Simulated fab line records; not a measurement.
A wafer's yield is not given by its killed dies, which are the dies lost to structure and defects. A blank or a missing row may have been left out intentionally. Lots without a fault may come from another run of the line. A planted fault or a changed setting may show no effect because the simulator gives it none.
fab line records | flow rit_cmos
[record] lots = 7 | wafers = 21 | last_day = 7
route steps=202 shown PSD@144 SDANNEAL@153 NSD@158 PLDD@159 NLDD@160 SILICIDE@161
lots that met no fault: from a run of the same line without faults
start_h: hours from the record's opening day to when the first of the lot's shown wafers began | wait_h: time in hours since the lot's previous step | " same as the row above | L1.1+2: a row that stands for several wafers | - no value, or no start was given | * or withheld: withheld | < > ~ a bound
route shown NAME@n: names a module that has steps shown in the file, with the first one's number in the route | usual: average and standard deviation across the fault-free wafers | same: alike in all rows | chamber/n: place in a boat | sites: readings site by site | _std_site: their standard deviation | _edge_site: mean of outer sites minus mean of inner sites | radius_mm: how far each site lies from the wafer's centre | mask NAME#n: copy n | behind: tool/chamber where the wafer was last shaped | hold: what put the lot on hold/how long, in hours/how the hold closed | device: transistor that didn't switch, given as n, p or np | end of line: the tests these same wafers got at the end of their route | a step with no rows: only its recipe | killed: at the first sort, the dies lost to defects and structure; wafer yield is something else | map: a wafer's dies, marking killed ones x, the rest . and places with no die _
set.NAME: the setting that was run; set.NAME@STEP: the one run at that earlier step | model.NAME: the simulator's own value behind a step, which no gauge read
lots at some steps of the route; a table a step, a row a wafer
services: when a tool's chamber went out of use (start_h, in hours from the record's first day, below 0 if earlier), for how many hours, and the reason
[[steps]]
[step RIT_PSD_SOFTBAKE_02]
[recipe] resist = NOVOLAK | temp_c = 90 | time_s = 60
[step RIT_PSD_EXPOSE_03]
[recipe] mask_id = M10 | na = 0.57 | target_cd_nm = 40900 | dose_mj = 250
[step RIT_PSD_PEB_04]
[recipe] resist = NOVOLAK | temp_c = withheld | time_s = withheld
[step RIT_PSD_DEVELOP_05]
[recipe] resist = NOVOLAK | develop_time_s = 50 | dev_temp_c = 23
[step RIT_PSD_OVL_MEAS_06]
[usual] PSD_OVL = 0.9/1.4
lot.wafer | tool       | chamber | start_h | wait_h | PSD_OVL[nm]
L604.1    | overlay-02 | -       | 51.60   | -      | 2.2
L604.4    | "          | -       | "       | "      | 1.2
L604.6    | "          | -       | "       | "      | 0.0
L612.1    | overlay-02 | -       | 90.52   | -      | 2.2
L612.5    | "          | -       | "       | "      | 2.8
L612.6    | "          | -       | "       | "      | 4.2
L614.2    | overlay-01 | -       | 99.90   | -      | 3.2
L614.5    | "          | -       | "       | "      | 1.4
L614.6    | "          | -       | "       | "      | 2.2
L616.2    | overlay-01 | -       | 110.84  | -      | -0.1
L616.4    | "          | -       | "       | "      | 0.7
L616.5    | "          | -       | "       | "      | 0.1
L618.2    | overlay-01 | -       | 119.95  | -      | 0.1
L618.5    | "          | -       | "       | "      | 1.6
L618.6    | "          | -       | "       | "      | 1.9
L623.1    | overlay-02 | -       | 146.20  | -      | -0.1
L623.4    | "          | -       | "       | "      | -0.5
L623.5    | "          | -       | "       | "      | -0.7
L625.3    | overlay-02 | -       | 155.16  | -      | -0.2
L625.5    | "          | -       | "       | "      | 0.5
L625.6    | "          | -       | "       | "      | -0.9
[step RIT_PSD_HARDBAKE_07]
[recipe] resist = NOVOLAK | temp_c = 140 | time_s = 60
[step RIT_PSD_IMPLANT_08]
[recipe] species = BF2 | energy_kev = 27 | dose_cm2 = 5e+15 | tilt_deg = 7
[step RIT_PSD_STRIP_09]
[recipe] chemistry = O2 | time_s = 180 | resist = NOVOLAK | platen_temp_c = withheld | power_w = 500 | pressure_mtorr = 4000 | o2_flow_sccm = 4000
[usual] chamber_pressure_mTorr = 4000/3.8 | drypump_motor_current_A = 5.6/0.63
lot.wafer | tool            | chamber | start_h | wait_h | chamber_pressure_mTorr | drypump_motor_current_A | rf_hours_counter_h
L604.1    | plasma_asher-01 | 1       | 52.11   | 0.1    | 4003                   | 5.0                     | 38
L604.4    | "               | 0       | "       | "      | 3996                   | 6.6                     | -
L604.6    | "               | 1       | "       | "      | 3999                   | 5.0                     | -
L612.1    | plasma_asher-01 | 0       | 90.86   | 0.1    | 3996                   | 6.5                     | 42
L612.5    | "               | 0       | "       | "      | 4002                   | 6.5                     | -
L612.6    | "               | 1       | "       | "      | 3997                   | 5.0                     | -
L614.2    | plasma_asher-02 | 0       | 100.23  | 0.1    | 4001                   | 6.2                     | 47
L614.5    | "               | 0       | "       | "      | 3998                   | 6.2                     | -
L614.6    | "               | 1       | "       | "      | 4002                   | 4.9                     | -
L616.2    | plasma_asher-01 | 0       | 111.17  | 0.1    | 4001                   | 6.5                     | 44
L616.4    | "               | 0       | "       | "      | 4005                   | 6.5                     | -
L616.5    | "               | 1       | "       | "      | 3994                   | 5.0                     | -
L618.2    | plasma_asher-04 | 0       | 120.28  | 0.1    | 3996                   | 6.0                     | 50
L618.5    | "               | 0       | "       | "      | 3999                   | 6.0                     | -
L618.6    | "               | 1       | "       | "      | 4008                   | 5.3                     | -
L623.1    | plasma_asher-02 | 1       | 146.54  | 0.1    | 4002                   | 4.9                     | 3
L623.4    | "               | 0       | "       | "      | 4004                   | 6.2                     | -
L623.5    | "               | 1       | "       | "      | 4002                   | 4.9                     | -
L625.3    | plasma_asher-02 | 0       | 155.54  | 0.1    | 4002                   | 6.2                     | -
L625.5    | "               | 1       | "       | "      | 4000                   | 4.9                     | -
L625.6    | "               | 0       | "       | "      | 3998                   | 6.2                     | -
[step RIT_PSD_TW_MEAS_10]
[usual] PSD_TW = 3429/15
lot.wafer | tool          | chamber | start_h | wait_h | PSD_TW
L604.1    | film_metro-04 | -       | 52.28   | 0.1    | 3439
L604.4    | "             | -       | "       | "      | 3462
L604.6    | "             | -       | "       | "      | 3445
L612.1    | film_metro-03 | -       | 91.04   | 0.1    | 3425
L612.5    | "             | -       | "       | "      | 3428
L612.6    | "             | -       | "       | "      | 3420
L614.2    | film_metro-04 | -       | 100.41  | 0.1    | 3457
L614.5    | "             | -       | "       | "      | 3421
L614.6    | "             | -       | "       | "      | 3446
L616.2    | film_metro-03 | -       | 111.35  | 0.1    | 3431
L616.4    | "             | -       | "       | "      | 3433
L616.5    | "             | -       | "       | "      | 3438
L618.2    | film_metro-04 | -       | 120.47  | 0.1    | 3430
L618.5    | "             | -       | "       | "      | 3430
L618.6    | "             | -       | "       | "      | 3436
L623.1    | film_metro-02 | -       | 146.71  | 0.1    | 3418
L623.4    | "             | -       | "       | "      | 3419
L623.5    | "             | -       | "       | "      | 3411
L625.3    | film_metro-02 | -       | 155.68  | 0.1    | 3419
L625.5    | "             | -       | "       | "      | 3441
L625.6    | "             | -       | "       | "      | 3425
[step RIT_SDANNEAL_CLEAN_00]
[recipe] chemistry = SC1 | mix = 3:3:50 | time_s = 600 | temp_c = 75
[step RIT_SDANNEAL_CLEAN_01]
[recipe] chemistry = dHF | dilution = 50:1 | time_s = 30
[step RIT_SDANNEAL_CLEAN_02]
[recipe] chemistry = SC2 | mix = 3:3:50 | time_s = 600 | temp_c = 75 | dry = n2_spin
[step RIT_SDANNEAL_RTA_03]
[recipe] temp_c = 1050 | time_s = 5 | idle_temp_c = 600 | ramp_up_c_per_s = 342 | ramp_down_c_per_s = 171 | cool_to_c = 600 | ambient = N2
[usual] ramp_down_c_per_s = 171.00/0.031 | wafer_temp_C_max = 1053.3/0.96
lot.wafer | tool          | chamber | start_h | wait_h | ramp_down_c_per_s | wafer_temp_C_max
L604.1    | rtp_anneal-01 | 0       | 52.71   | 0.0    | 170.99            | 1053.4
L604.4    | "             | 0       | "       | "      | 170.93            | 1052.2
L604.6    | "             | 0       | "       | "      | 171.03            | 1052.2
L612.1    | rtp_anneal-01 | 0       | 91.46   | 0.0    | 170.95            | 1052.1
L612.5    | "             | 0       | "       | "      | 170.92            | 1053.5
L612.6    | "             | 0       | "       | "      | 171.02            | 1052.8
L614.2    | rtp_anneal-01 | 0       | 100.84  | 0.0    | 171.05            | 1052.2
L614.5    | "             | 0       | "       | "      | 171.01            | 1053.2
L614.6    | "             | 0       | "       | "      | 171.08            | 1051.5
L616.2    | rtp_anneal-01 | 0       | 111.80  | 0.0    | 170.98            | 1053.0
L616.4    | "             | 0       | "       | "      | 170.98            | 1053.0
L616.5    | "             | 0       | "       | "      | 170.98            | 1053.8
L618.2    | rtp_anneal-01 | 0       | 120.89  | 0.0    | 170.99            | 1054.1
L618.5    | "             | 0       | "       | "      | 171.01            | 1053.9
L618.6    | "             | 0       | "       | "      | 171.00            | 1053.5
L623.1    | rtp_anneal-02 | 0       | 147.14  | 0.0    | 170.97            | 1052.4
L623.4    | "             | 0       | "       | "      | 171.03            | 1054.4
L623.5    | "             | 0       | "       | "      | 171.01            | 1055.5
L625.3    | rtp_anneal-02 | 0       | 156.10  | 0.0    | 170.99            | 1052.6
L625.5    | "             | 0       | "       | "      | 171.05            | 1055.1
L625.6    | "             | 0       | "       | "      | 171.05            | 1052.6
[step RIT_SDANNEAL_RS_MEAS_04]
[recipe] thk_meas_gauge = four-point-probe
[usual] PSD_RS = 115.93/0.29
lot.wafer | tool          | chamber | start_h | wait_h | PSD_RS[ohm/sq]
L604.1    | film_metro-02 | -       | 52.77   | 0.0    | 116.04
L604.4    | "             | -       | "       | "      | 115.95
L604.6    | "             | -       | "       | "      | 116.11
L612.1    | film_metro-02 | -       | 91.52   | 0.0    | 115.86
L612.5    | "             | -       | "       | "      | 115.97
L612.6    | "             | -       | "       | "      | 115.75
L614.2    | film_metro-04 | -       | 100.91  | -      | 72.44
L614.5    | "             | -       | "       | "      | 72.50
L614.6    | "             | -       | "       | "      | 72.47
L616.2    | film_metro-04 | -       | 111.87  | -      | 72.78
L616.4    | "             | -       | "       | "      | 72.92
L616.5    | "             | -       | "       | "      | 72.69
L618.2    | film_metro-03 | -       | 120.96  | -      | 72.77
L618.5    | "             | -       | "       | "      | 72.92
L618.6    | "             | -       | "       | "      | 72.84
L623.1    | film_metro-03 | -       | 147.20  | 0.0    | 116.37
L623.4    | "             | -       | "       | "      | 116.13
L623.5    | "             | -       | "       | "      | 116.14
L625.3    | film_metro-03 | -       | 156.18  | 0.1    | 115.94
L625.5    | "             | -       | "       | "      | 115.63
L625.6    | "             | -       | "       | "      | 115.76
[step RIT_SDANNEAL_RS_MEAS_05]
[recipe] thk_meas_gauge = four-point-probe
[usual] NSD_RS = 84.45/0.27
lot.wafer | tool          | chamber | start_h | wait_h | NSD_RS[ohm/sq]
L604.1    | film_metro-02 | -       | 52.89   | 0.1    | 84.48
L604.4    | "             | -       | "       | "      | 84.52
L604.6    | "             | -       | "       | "      | 84.59
L612.1    | film_metro-02 | -       | 91.64   | 0.1    | 84.10
L612.5    | "             | -       | "       | "      | 84.06
L612.6    | "             | -       | "       | "      | 84.06
L614.2    | film_metro-04 | -       | 101.03  | 0.1    | 76.46
L614.5    | "             | -       | "       | "      | 76.76
L614.6    | "             | -       | "       | "      | 76.51
L616.2    | film_metro-04 | -       | 111.99  | 0.1    | 76.83
L616.4    | "             | -       | "       | "      | 77.00
L616.5    | "             | -       | "       | "      | 77.17
L618.2    | film_metro-03 | -       | 121.08  | 0.1    | 77.07
L618.5    | "             | -       | "       | "      | 77.23
L618.6    | "             | -       | "       | "      | 77.17
L623.1    | film_metro-03 | -       | 147.32  | 0.1    | 84.18
L623.4    | "             | -       | "       | "      | 84.29
L623.5    | "             | -       | "       | "      | 84.22
L625.3    | film_metro-03 | -       | 156.30  | 0.1    | 84.27
L625.5    | "             | -       | "       | "      | 84.62
L625.6    | "             | -       | "       | "      | 84.48
[step RIT_SDANNEAL_RS_MEAS_06]
[recipe] thk_meas_gauge = four-point-probe
[usual] PLDD_RS = 178.7/0.44
lot.wafer | tool          | chamber | start_h | wait_h | PLDD_RS[ohm/sq]
L604.1    | film_metro-02 | -       | 53.01   | 0.1    | 178.1
L604.4    | "             | -       | "       | "      | 178.8
L604.6    | "             | -       | "       | "      | 178.5
L612.1    | film_metro-02 | -       | 91.76   | 0.1    | 178.6
L612.5    | "             | -       | "       | "      | 178.7
L612.6    | "             | -       | "       | "      | 178.7
L614.2    | film_metro-04 | -       | 101.15  | 0.1    | 141.4
L614.5    | "             | -       | "       | "      | 141.1
L614.6    | "             | -       | "       | "      | 141.3
L616.2    | film_metro-04 | -       | 112.11  | 0.1    | 142.0
L616.4    | "             | -       | "       | "      | 142.5
L616.5    | "             | -       | "       | "      | 142.0
L618.2    | film_metro-03 | -       | 121.20  | 0.1    | 141.7
L618.5    | "             | -       | "       | "      | 141.4
L618.6    | "             | -       | "       | "      | 141.0
L623.1    | film_metro-03 | -       | 147.44  | 0.1    | 178.9
L623.4    | "             | -       | "       | "      | 178.8
L623.5    | "             | -       | "       | "      | 179.0
L625.3    | film_metro-03 | -       | 156.42  | 0.1    | 178.6
L625.5    | "             | -       | "       | "      | 178.8
L625.6    | "             | -       | "       | "      | 178.7
[step RIT_SDANNEAL_RS_MEAS_07]
[recipe] thk_meas_gauge = four-point-probe
[usual] NLDD_RS = 151.7/0.48
lot.wafer | tool          | chamber | start_h | wait_h | NLDD_RS[ohm/sq]
L604.1    | film_metro-02 | -       | 53.13   | 0.1    | 152.2
L604.4    | "             | -       | "       | "      | 151.9
L604.6    | "             | -       | "       | "      | 151.8
L612.1    | film_metro-02 | -       | 91.88   | 0.1    | 151.2
L612.5    | "             | -       | "       | "      | 150.9
L612.6    | "             | -       | "       | "      | 150.1
L614.2    | film_metro-04 | -       | 101.27  | 0.1    | 142.4
L614.5    | "             | -       | "       | "      | 143.1
L614.6    | "             | -       | "       | "      | 142.7
L616.2    | film_metro-04 | -       | 112.23  | 0.1    | 143.4
L616.4    | "             | -       | "       | "      | 143.7
L616.5    | "             | -       | "       | "      | 143.1
L618.2    | film_metro-03 | -       | 121.32  | 0.1    | 143.3
L618.5    | "             | -       | "       | "      | 143.0
L618.6    | "             | -       | "       | "      | 143.3
L623.1    | film_metro-03 | -       | 147.56  | 0.1    | 151.7
L623.4    | "             | -       | "       | "      | 152.1
L623.5    | "             | -       | "       | "      | 151.8
L625.3    | film_metro-03 | -       | 156.54  | 0.1    | 151.9
L625.5    | "             | -       | "       | "      | 152.1
L625.6    | "             | -       | "       | "      | 152.0
[step RIT_SILICIDE_WET_ETCH_00]
[recipe] chemistry = BOE | target = SiO2 | target_depth_nm = 14 | time_s = 15 | dry = n2_spin | dilution = 10:1 | temp_c = 21.5
[[services]]
tool            | chamber | start_h | hours | kind
plasma_asher-02 | -       | 80.01   | 1.5   | repair
plasma_asher-04 | -       | 99.22   | 2.8   | pm
plasma_asher-02 | -       | 108.75  | 9.0   | pm
plasma_asher-02 | 0       | 108.75  | 9.0   | vent_cycle
plasma_asher-02 | 1       | 108.75  | 9.0   | vent_cycle
plasma_asher-02 | 0       | 117.75  | -     | clean
plasma_asher-02 | 1       | 117.75  | -     | clean
plasma_asher-02 | -       | 137.37  | 1.0   | repair
plasma_asher-01 | -       | 140.96  | 4.8   | repair
[[key]]
[first_sign] step = RIT_SDANNEAL_RS_MEAS_04 | reading = PSD_RS | direction = down | sigmas = 99+ | usual = 115.93 | struck = 72.70
[effect] step = RIT_SDANNEAL_RS_MEAS_05 | reading = NSD_RS | direction = down | sigmas = 28 | usual = 84.45 | struck = 76.91
[effect] step = RIT_SDANNEAL_RS_MEAS_06 | reading = PLDD_RS | direction = down | sigmas = 85 | usual = 178.7 | struck = 141.6
[effect] step = RIT_SDANNEAL_RS_MEAS_07 | reading = NLDD_RS | direction = down | sigmas = 18 | usual = 151.7 | struck = 143.1
met_at RIT_SDANNEAL_RTA_03
struck_wafers L614.2,L614.5,L614.6,L616.2,L616.4,L616.5,L618.2,L618.5,L618.6
tester_left_out L614,L616,L618
onset_between 91.46 100.84
[fault] kind = process_parameter_drift | tool = rtp_anneal-01 | chamber = - | onset_h = 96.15 | steps = RIT_SDANNEAL_RTA_03 | channel = time_s | offset = * | shape = step | end_h = 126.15 | acts_in = * | stated = *
// tester_left_out: of these lots the tester's yield and bins aren't shown, on N5 and GAA mostly nor the transistor test; their killed dies are dies lost to structure and defects alone, not to doping, threshold or leakage, so they don't give the yield
